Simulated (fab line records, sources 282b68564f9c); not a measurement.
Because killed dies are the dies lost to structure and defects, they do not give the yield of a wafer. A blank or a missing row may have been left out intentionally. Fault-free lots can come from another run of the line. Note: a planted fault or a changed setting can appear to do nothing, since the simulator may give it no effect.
fab line records	flow ritCmos
record lots=13	wafers=39	lastDay=7
route steps=202 shown NRETRO@62 SILICIDE@167 CONTACT@173 M1@201
lots with no fault: from the same line, run without faults
startH: the number of hours between the record's first day and the start of the first shown wafer of the lot	waitH: time in hours since the lot's previous step	" same as the row above	L1.1+2: a row that stands for several wafers	- no value present, or no start provided	* or withheld: withheld	< > ~ a bound
route shown NAME@n: a module of which the file shows steps, and the number in the route of the first	usual: mean and standard deviation over wafers with no fault	same: alike in all rows	chamber/n: place in a boat	sites: each site's reading	_std_site: their standard deviation	_edge_site: the outer-site mean with the inner-site mean subtracted	radiusMm: for every site, how far away it sits from the centre of the wafer	mask NAME#n: copy n	behind: tool/chamber where the wafer was last shaped	hold: what put the lot on hold/how long, in hours/how the hold closed	device: which transistor (n, p or np) failed to switch	end of line: at the end of the route, the tests of the same wafers	a step without rows: its recipe alone	killed: at the first sort, the dies lost to defects and structure; wafer yield is something else	map: per-die view of a wafer (x killed, . not killed, _ where there is no die)
set.NAME: setting as actually run; set.NAME@STEP: the setting as run at that earlier step	model.NAME: the simulator's own value behind a step, which no gauge read
route steps across a sampled set of lots; one table per step, one row per wafer
services: from which hour (startH, from the record's first day; less than 0 if before it) a tool's chamber was out of use, for how many hours, and why
## steps
# step RIT_NRETRO_STRIP_09
# recipe chemistry=O2	timeS=180	resist=NOVOLAK	platenTempC=withheld	powerW=500	pressureMtorr=4000	o2FlowSccm=4000
# usual drypumpMotorCurrentA=5.6/0.45
lot.wafer	tool	chamber	startH	waitH	drypumpMotorCurrentA	rfHoursCounterH
L576.1	plasmaAsher-01	0	31.31	0.1	6.1	42
L576.3	"	0	"	"	6.1	-
L576.6	"	1	"	"	5.1	-
L577.1	plasmaAsher-01	1	36.10	0.1	5.1	43
L577.3	"	1	"	"	5.1	-
L577.6	"	0	"	"	6.1	-
L578.1	plasmaAsher-04	0	42.64	0.1	5.3	39
L578.5	"	1	"	"	6.0	-
L578.6	"	0	"	"	5.3	-
L579.1	plasmaAsher-01	0	46.45	0.1	6.2	44
L579.3	"	1	"	"	5.1	-
L579.4	"	0	"	"	6.1	-
L580.1	plasmaAsher-03	1	51.37	0.1	5.4	21
L580.4	"	0	"	"	5.1	-
L580.5	"	1	"	"	5.4	-
L581.1	plasmaAsher-03	1	55.50	0.1	5.4	22
L581.4	"	0	"	"	5.2	-
L581.5	"	1	"	"	5.4	-
L583.1	plasmaAsher-04	1	65.65	0.1	6.1	42
L583.4	"	1	"	"	6.0	-
L583.5	"	1	"	"	6.0	-
L585.1	plasmaAsher-01	0	79.70	0.1	6.1	47
L585.2	"	1	"	"	5.1	47
L585.4	"	1	"	"	5.1	-
L586.2	plasmaAsher-01	0	82.99	0.1	6.1	47
L586.3	"	0	"	"	6.1	-
L586.6	"	1	"	"	5.1	-
L587.2	plasmaAsher-01	0	85.41	0.1	6.2	48
L587.3	"	0	"	"	6.1	-
L587.5	"	1	"	"	5.1	-
L588.1	plasmaAsher-03	0	91.04	0.1	5.1	25
L588.4	"	1	"	"	5.4	-
L588.6	"	1	"	"	5.4	-
L592.1	plasmaAsher-04	1	111.32	0.1	6.0	47
L592.4	"	0	"	"	5.2	-
L592.6	"	1	"	"	6.1	-
L599.2	plasmaAsher-04	1	147.22	0.1	6.0	51
L599.3	"	1	"	"	6.0	-
L599.6	"	1	"	"	6.0	-
# step RIT_SILICIDE_RTA_06
# recipe tempC=750	timeS=10	idleTempC=25	rampUpS=5	rampDownS=10	coolToC=25	ambient=N2
# usual annealTempCMax=753.6/1.7	wafer_temp_C_max=753.3/0.79
lot.wafer	tool	chamber	startH	waitH	annealTempCMax	wafer_temp_C_max
L576.1	rtpAnneal-02	0	54.80	0.0	755.6	753.3
L576.3	"	0	"	"	755.5	753.2
L576.6	"	0	"	"	755.6	753.0
L577.1	rtpAnneal-01	0	57.45	0.0	752.0	754.0
L577.3	"	0	"	"	751.0	752.7
L577.6	"	0	"	"	751.5	753.4
L578.1	rtpAnneal-02	0	66.71	0.0	756.2	752.4
L578.5	"	0	"	"	754.5	752.2
L578.6	"	0	"	"	755.3	752.6
L579.1	rtpAnneal-01	0	69.58	0.0	752.6	752.7
L579.3	"	0	"	"	752.1	755.2
L579.4	"	0	"	"	752.8	753.8
L580.1	rtpAnneal-02	0	73.36	0.0	756.1	752.1
L580.4	"	0	"	"	755.4	752.7
L580.5	"	0	"	"	753.8	752.9
L581.1	rtpAnneal-01	0	77.48	0.0	752.8	753.4
L581.4	"	0	"	"	752.0	755.2
L581.5	"	0	"	"	753.1	752.6
L583.1	rtpAnneal-01	0	86.05	0.0	751.3	754.6
L583.4	"	0	"	"	752.1	754.4
L583.5	"	0	"	"	751.8	753.3
L585.1	rtpAnneal-01	0	102.51	0.0	751.5	752.0
L585.2	"	0	"	"	751.2	754.7
L585.4	"	0	"	"	751.2	753.9
L586.2	rtpAnneal-02	0	105.55	0.0	755.5	752.6
L586.3	"	0	"	"	754.7	753.8
L586.6	"	0	"	"	754.9	753.4
L587.2	rtpAnneal-01	0	107.68	0.0	752.1	753.0
L587.3	"	0	"	"	751.7	754.5
L587.5	"	0	"	"	752.0	753.6
L588.1	rtpAnneal-02	0	115.23	0.0	754.1	752.2
L588.4	"	0	"	"	755.4	752.6
L588.6	"	0	"	"	754.8	754.3
L592.1	rtpAnneal-02	0	134.34	0.0	754.5	752.8
L592.4	"	0	"	"	755.5	752.7
L592.6	"	0	"	"	757.4	753.1
L599.2	rtpAnneal-01	0	171.89	0.0	751.7	752.8
L599.3	"	0	"	"	752.5	753.7
L599.6	"	0	"	"	752.4	753.1
# step RIT_CONTACT_EXPOSE_05
# recipe maskId=M11	na=0.6	sourceShape=conventional	sigmaOuter=0.5	targetCdNm=1000	doseMj=250
# usual exposureDoseMJCm2=249.82/0.22
lot.wafer	tool	chamber	startH	waitH	mask	exposureDoseMJCm2
L576.1	ilineStepper-01	0	55.55	0.2	M11#0	249.79
L576.3	"	0	"	"	M11#0	249.59
L576.6	"	0	"	"	M11#0	249.59
L577.1	ilineStepper-01	0	58.08	0.1	M11#0	249.34
L577.3	"	0	"	"	M11#0	249.66
L577.6	"	0	"	"	M11#0	249.51
L578.1	ilineStepper-01	0	67.37	0.2	M11#0	249.43
L578.5	"	0	"	"	M11#0	249.60
L578.6	"	0	"	"	M11#0	249.80
L579.1	ilineStepper-01	0	70.29	0.1	M11#0	249.99
L579.3	"	0	"	"	M11#0	249.99
L579.4	"	0	"	"	M11#0	250.14
L580.1	ilineStepper-01	0	73.99	0.1	M11#0	249.93
L580.4	"	0	"	"	M11#0	249.98
L580.5	"	0	"	"	M11#0	249.61
L581.1	ilineStepper-01	0	78.11	0.1	M11#0	249.93
L581.4	"	0	"	"	M11#0	249.77
L581.5	"	0	"	"	M11#0	249.83
L583.1	ilineStepper-02	0	86.68	0.1	M11#0	249.88
L583.4	"	0	"	"	M11#0	250.33
L583.5	"	0	"	"	M11#0	249.95
L585.1	ilineStepper-02	0	103.26	0.2	M11#0	250.11
L585.2	"	0	"	"	M11#0	249.76
L585.4	"	0	"	"	M11#0	249.92
L586.2	ilineStepper-02	0	106.20	0.1	M11#0	249.61
L586.3	"	0	"	"	M11#0	249.55
L586.6	"	0	"	"	M11#0	249.90
L587.2	ilineStepper-01	0	108.51	0.3	M11#0	249.50
L587.3	"	0	"	"	M11#0	249.30
L587.5	"	0	"	"	M11#0	249.65
L588.1	ilineStepper-01	0	115.98	0.1	M11#0	249.97
L588.4	"	0	"	"	M11#0	250.18
L588.6	"	0	"	"	M11#0	249.94
L592.1	ilineStepper-01	0	134.97	0.1	M11#0	246.83
L592.4	"	0	"	"	M11#0	247.06
L592.6	"	0	"	"	M11#0	247.02
L599.2	ilineStepper-02	0	172.65	0.2	M11#0	249.76
L599.3	"	0	"	"	M11#0	250.26
L599.6	"	0	"	"	M11#0	249.87
# step RIT_CONTACT_CD_MEAS_08
# recipe targetCdNm=1000
# usual cdNm=999.4/2.2
lot.wafer	tool	chamber	startH	waitH	cdNm
L576.1	cdSem-02	-	56.07	-	995.9
L576.3	"	-	"	"	998.1
L576.6	"	-	"	"	994.6
L577.1	cdSem-01	-	58.73	-	998.9
L577.3	"	-	"	"	1001.0
L577.6	"	-	"	"	998.9
L578.1	cdSem-01	-	67.88	-	997.5
L578.5	"	-	"	"	998.2
L578.6	"	-	"	"	999.1
L579.1	cdSem-01	-	70.81	-	1002.3
L579.3	"	-	"	"	1001.7
L579.4	"	-	"	"	999.6
L580.1	cdSem-02	-	74.63	-	1000.2
L580.4	"	-	"	"	1002.1
L580.5	"	-	"	"	999.6
L581.1	cdSem-02	-	78.75	-	1001.5
L581.4	"	-	"	"	1000.4
L581.5	"	-	"	"	1000.4
L583.1	cdSem-01	-	87.20	-	999.3
L583.4	"	-	"	"	995.5
L583.5	"	-	"	"	996.8
L585.1	cdSem-01	-	103.90	-	998.6
L585.2	"	-	"	"	1001.1
L585.4	"	-	"	"	999.3
L586.2	cdSem-01	-	106.72	-	1000.5
L586.3	"	-	"	"	1000.2
L586.6	"	-	"	"	999.9
L587.2	cdSem-02	-	109.02	-	1001.6
L587.3	"	-	"	"	1000.7
L587.5	"	-	"	"	1002.1
L588.1	cdSem-01	-	116.49	-	997.2
L588.4	"	-	"	"	998.7
L588.6	"	-	"	"	1000.3
L592.1	cdSem-01	-	135.49	-	1007.4
L592.4	"	-	"	"	1016.0
L592.6	"	-	"	"	1028.6
L599.2	cdSem-02	-	173.17	-	998.5
L599.3	"	-	"	"	998.3
L599.6	"	-	"	"	997.1
# step RIT_M1_BOW_MEAS_16
# recipe mode=bow
# usual M1_BOW=17/6.1
lot.wafer	tool	chamber	startH	waitH	M1_BOW[um]
L576.1	filmMetro-02	-	61.42	0.0	17
L576.3	"	-	"	"	16
L576.6	"	-	"	"	11
L577.1	filmMetro-01	-	63.80	0.0	22
L577.3	"	-	"	"	24
L577.6	"	-	"	"	17
L578.1	filmMetro-02	-	73.35	0.0	19
L578.5	"	-	"	"	21
L578.6	"	-	"	"	22
L579.1	filmMetro-02	-	75.91	0.0	8
L579.3	"	-	"	"	28
L579.4	"	-	"	"	11
L580.1	filmMetro-04	-	79.67	0.0	23
L580.4	"	-	"	"	33
L580.5	"	-	"	"	11
L581.1	filmMetro-02	-	84.33	0.0	19
L581.4	"	-	"	"	28
L581.5	"	-	"	"	18
L583.1	filmMetro-01	-	92.44	0.0	24
L583.4	"	-	"	"	17
L583.5	"	-	"	"	22
L585.1	filmMetro-02	-	109.26	0.0	19
L585.2	"	-	"	"	19
L585.4	"	-	"	"	19
L586.2	filmMetro-01	-	112.17	0.0	25
L586.3	"	-	"	"	11
L586.6	"	-	"	"	7
L587.2	filmMetro-01	-	114.48	0.0	13
L587.3	"	-	"	"	13
L587.5	"	-	"	"	6
L588.1	filmMetro-02	-	121.69	0.0	17
L588.4	"	-	"	"	15
L588.6	"	-	"	"	16
L592.1	filmMetro-02	-	140.61	0.0	16
L592.4	"	-	"	"	26
L592.6	"	-	"	"	23
L599.2	filmMetro-04	-	178.47	0.0	25
L599.3	"	-	"	"	21
L599.6	"	-	"	"	21
# step RIT_M1_PROBE_99
# usual killedAtContacts=0.1/0.32	killedAtFrontEnd=7/3	killedDies=7/3.1	killedOpen=3.3/1.8	killedShort=3.6/2
# same grossDies=264	killed_at_M0_to_M3=0	killed_at_M4_up=0	killedAtBackSide=0	killedAtOther=0
lot.wafer	tool	chamber	startH	waitH	killedAtContacts	killedAtFrontEnd	killedDies	killedOpen	killedShort
L578.1	prober-01	-	73.47	0.1	0	7	7	4	3
L578.5	prober-01	-	73.67	0.2	0	12	12	6	6
L578.6	prober-01	-	73.72	0.2	0	9	9	5	4
L581.1	prober-02	-	84.45	0.1	0	5	5	2	3
L581.4	prober-02	-	84.60	0.2	1	0	1	0	1
L581.5	prober-02	-	84.65	0.2	0	7	7	5	2
L586.2	prober-01	-	112.32	0.1	0	7	7	2	5
L586.3	prober-01	-	112.37	0.2	0	8	8	5	3
L586.6	prober-01	-	112.52	0.2	0	7	7	2	5
L592.1	prober-01	-	140.73	0.1	0	6	6	2	4
L592.4	prober-01	-	140.88	0.2	0	4	4	2	2
L592.6	prober-01	-	140.98	0.2	0	6	6	5	1
# killed by level:class
L578.1 FOX1:geometricParticle:open=1 FOX2:geometricParticle:open=1 GATE:geometricParticle:short=1 REOX:geometricParticle:short=1 REOX:geometricParticle:open=1 SPACER:geometricParticle:open=1 SILICIDE:geometricParticle:short=1
L578.5 SPACER:geometricParticle:open=3 GATE:geometricParticle:open=2 SPACER:geometricParticle:short=2 FOX1:geometricParticle:short=1 GATE:geometricParticle:short=1 REOX:geometricParticle:short=1 SILICIDE:geometricParticle:open=1 SILICIDE:geometricParticle:short=1
L578.6 GATE:geometricParticle:open=4 REOX:geometricParticle:short=3 SPACER:geometricParticle:open=1 SPACER:geometricParticle:short=1
L581.1 FOX1:geometricParticle:short=1 REOX:geometricParticle:open=1 REOX:geometricParticle:short=1 SPACER:geometricParticle:open=1 SPACER:geometricParticle:short=1
L581.4 CONTACT:geometricParticle:short=1
L581.5 GATE:geometricParticle:open=3 FOX1:geometricParticle:open=1 FOX1:geometricParticle:short=1 GATE:geometricParticle:short=1 REOX:geometricParticle:open=1
L586.2 REOX:geometricParticle:short=3 GATE:geometricParticle:short=1 GATE:geometricParticle:open=1 REOX:geometricParticle:open=1 SILICIDE:geometricParticle:short=1
L586.3 GATE:geometricParticle:open=3 REOX:geometricParticle:short=2 FOX1:geometricParticle:open=1 GATE:geometricParticle:short=1 REOX:geometricParticle:open=1
L586.6 GATE:geometricParticle:short=3 FOX1:geometricParticle:short=1 SPACER:geometricParticle:short=1 SPACER:geometricParticle:open=1 SILICIDE:geometricParticle:open=1
L592.1 FOX1:geometricParticle:open=1 GATE:geometricParticle:short=1 SPACER:geometricParticle:open=1 REOX:geometricParticle:short=1 SPACER:geometricParticle:short=1 SILICIDE:geometricParticle:short=1
L592.4 FOX1:geometricParticle:open=1 FOX2:geometricParticle:short=1 GATE:geometricParticle:open=1 GATE:geometricParticle:short=1
L592.6 SPACER:geometricParticle:open=3 GATE:geometricParticle:open=1 REOX:geometricParticle:short=1 SILICIDE:geometricParticle:open=1
## services
tool	chamber	startH	hours	kind
ilineStepper-01	-	35.95	1.7	pm
ilineStepper-02	0	58.50	-	calibration
plasmaAsher-04	-	66.74	3.4	repair
ilineStepper-01	-	90.75	4.4	pm
ilineStepper-02	-	97.09	1.7	pm
plasmaAsher-03	-	107.98	6.8	repair
rtpAnneal-02	-	152.63	5.1	pm
plasmaAsher-04	-	155.19	0.7	repair
## key
firstSign step=RIT_CONTACT_EXPOSE_05	reading=exposureDoseMJCm2	direction=down	sigmas=13	usual=249.82	struck=246.97
effect step=RIT_CONTACT_CD_MEAS_08	reading=cdNm	direction=up	sigmas=8.2	usual=999.4	struck=1017.3	through=controlLoop
metAt RIT_CONTACT_EXPOSE_05
struckLots L592
testerLeftOut L592
loopTrim step=RIT_CONTACT_EXPOSE_05	setting=dose	lots=L592
notActingAt RIT_NRETRO_STRIP_09,RIT_SILICIDE_RTA_06,RIT_M1_BOW_MEAS_16
onsetBetween 115.98 134.97
fault kind=processParameterDrift	tool=ilineStepper-01	chamber=-	onsetH=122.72	steps=RIT_CONTACT_EXPOSE_05	channel=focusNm	offset=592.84	spreadByWafer=0.3	shape=step	endH=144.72
# testerLeftOut: of these lots the tester's yield and bins aren't shown, on N5 and GAA mostly nor the transistor test; their killed dies are dies lost to structure and defects alone, not to doping, threshold or leakage, so they don't give the yield
# loopTrim: a control loop set the setting to another value than it would have without faults
